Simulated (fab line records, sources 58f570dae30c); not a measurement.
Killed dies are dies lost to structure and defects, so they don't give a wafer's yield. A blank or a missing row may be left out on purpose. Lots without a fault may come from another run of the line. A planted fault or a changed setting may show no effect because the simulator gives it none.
Which tool did it? | flow berkeley_cmos170 | 15 lots, 45 wafers sampled, at 3 steps of a route of 331

WHAT THE GAUGES READ, wafer by wafer
UCB170_START_THK_MEAS_03.
lot  | measured    | on            | START_OXIDE_THK (nm)
L508 | day 1 15:34 | film_metro-01 | 20.7 21.0 20.6
L510 | day 2 00:41 | film_metro-03 | 19.7 19.7 20.8
L515 | day 3 03:07 | film_metro-01 | 20.2 20.2 19.9
L516 | day 3 05:52 | film_metro-03 | 20.4 20.3 20.4
L517 | day 3 12:06 | film_metro-03 | 20.6 20.2 20.4
L521 | day 4 07:26 | film_metro-03 | 20.4 20.3 20.3
L522 | day 4 11:31 | film_metro-03 | 20.6 20.1 20.1
L523 | day 4 17:20 | film_metro-03 | 19.6 19.7 19.6
L524 | day 4 21:09 | film_metro-02 | 20.0 20.2 20.1
L525 | day 5 04:52 | film_metro-01 | 19.5 19.8 19.5
L526 | day 5 09:12 | film_metro-02 | 19.9 19.7 19.9
L527 | day 5 13:13 | film_metro-03 | 20.1 20.1 20.2
L528 | day 5 17:41 | film_metro-03 | 20.4 20.3 20.1
L529 | day 5 23:01 | film_metro-01 | 19.9 19.8 20.0
L531 | day 6 11:49 | film_metro-01 | 20.6 20.3 20.1

UCB170_PWELL_OVL_MEAS_13.
lot  | measured    | on         | PWELL_OVL (nm)
L508 | day 3 02:50 | overlay-01 | 4 4 2
L510 | day 3 12:19 | overlay-02 | 1 -1 2
L515 | day 4 14:04 | overlay-02 | 1 -7 -7
L516 | day 4 13:47 | overlay-01 | -4 -3 -1
L517 | day 4 21:12 | overlay-01 | -4 -6 -4
L521 | day 5 19:44 | overlay-02 | -1 4 -8
L522 | day 5 19:59 | overlay-01 | -8 -4 -7
L523 | day 6 02:33 | overlay-01 | -6 0 -7
L524 | day 6 12:12 | overlay-02 | -7 -16 -12
L525 | day 6 19:00 | overlay-01 | -6 -4 -5
L526 | day 6 19:07 | overlay-02 | 1 4 1
L527 | day 7 00:22 | overlay-02 | -7 -3 -6
L528 | day 7 08:06 | overlay-01 | -9 2 -2
L529 | day 7 08:49 | overlay-02 | -2 -4 -6
L531 | day 8 01:46 | overlay-01 | 0 1 -2

UCB170_ACTIVE_CD_MEAS_13: target cd 1200 nm.
lot  | measured    | on        | cd_nm (nm)
L508 | day 4 06:51 | cd_sem-02 | 1199.9 1197.4 1199.8
L510 | day 4 12:50 | cd_sem-01 | 1198.0 1198.9 1199.4
L515 | day 5 19:01 | cd_sem-02 | 1198.7 1198.9 1198.8
L516 | day 5 18:44 | cd_sem-01 | 1198.6 1200.9 1198.2
L517 | day 6 04:25 | cd_sem-02 | 1198.5 1199.1 1199.2
L521 | day 7 01:58 | cd_sem-01 | 1199.9 1199.5 1200.0
L522 | day 7 01:14 | cd_sem-02 | 1198.5 1198.9 1199.8
L523 | day 7 05:26 | cd_sem-01 | 1200.8 1199.4 1201.3
L524 | day 7 13:55 | cd_sem-01 | 1200.5 1201.4 1201.5
L525 | day 7 21:38 | cd_sem-02 | 1200.1 1200.0 1200.0
L526 | day 7 21:25 | cd_sem-01 | 1201.6 1202.5 1202.3
L527 | day 8 03:23 | cd_sem-01 | 1200.6 1200.0 1199.5
L528 | day 8 11:55 | cd_sem-02 | 1202.1 1202.3 1201.5
L529 | day 8 12:08 | cd_sem-01 | 1195.8 1198.1 1198.1
L531 | day 9 07:34 | cd_sem-01 | 1199.3 1197.5 1198.3

WHICH TOOL RAN EACH LOT (tool, then ch and the chambers of the sampled wafers, then the start)
The record holds no process step before these readings.

WHAT THE TOOLS THEMSELVES READ (means of the sampled wafers that have a number; where no wafer has one, the mark that the record gives instead)
The record holds no such reading with a usual standard deviation.

THE ANSWER, worked out from the rows above alone
Rule: what is usual is taken from the lots themselves. Put in order of their means at a reading, lots are off if they are a third of the lots or fewer, leave a main group of 4 or more, and stand apart from it by a gap of 3 or more times the standard deviation of the main group's means; of several such gaps the widest counts. A main group whose means are all the same, to the digits that the tables above print for the reading, isn't used. A lot without any number at a reading at which 4 lots or more have one is off too. The other lots that the step has rows for count as sound. The gauges are gone through in route order, then the tools' own readings, and for those a lot's mean is taken as printed above. The first step at which some lot is off is used, and at that step the reading that is off furthest; a lot without a number counts as furthest.
No lot is off at any reading shown: from this, nothing can be told.

WHAT THE SIMULATOR HAD PUT IN
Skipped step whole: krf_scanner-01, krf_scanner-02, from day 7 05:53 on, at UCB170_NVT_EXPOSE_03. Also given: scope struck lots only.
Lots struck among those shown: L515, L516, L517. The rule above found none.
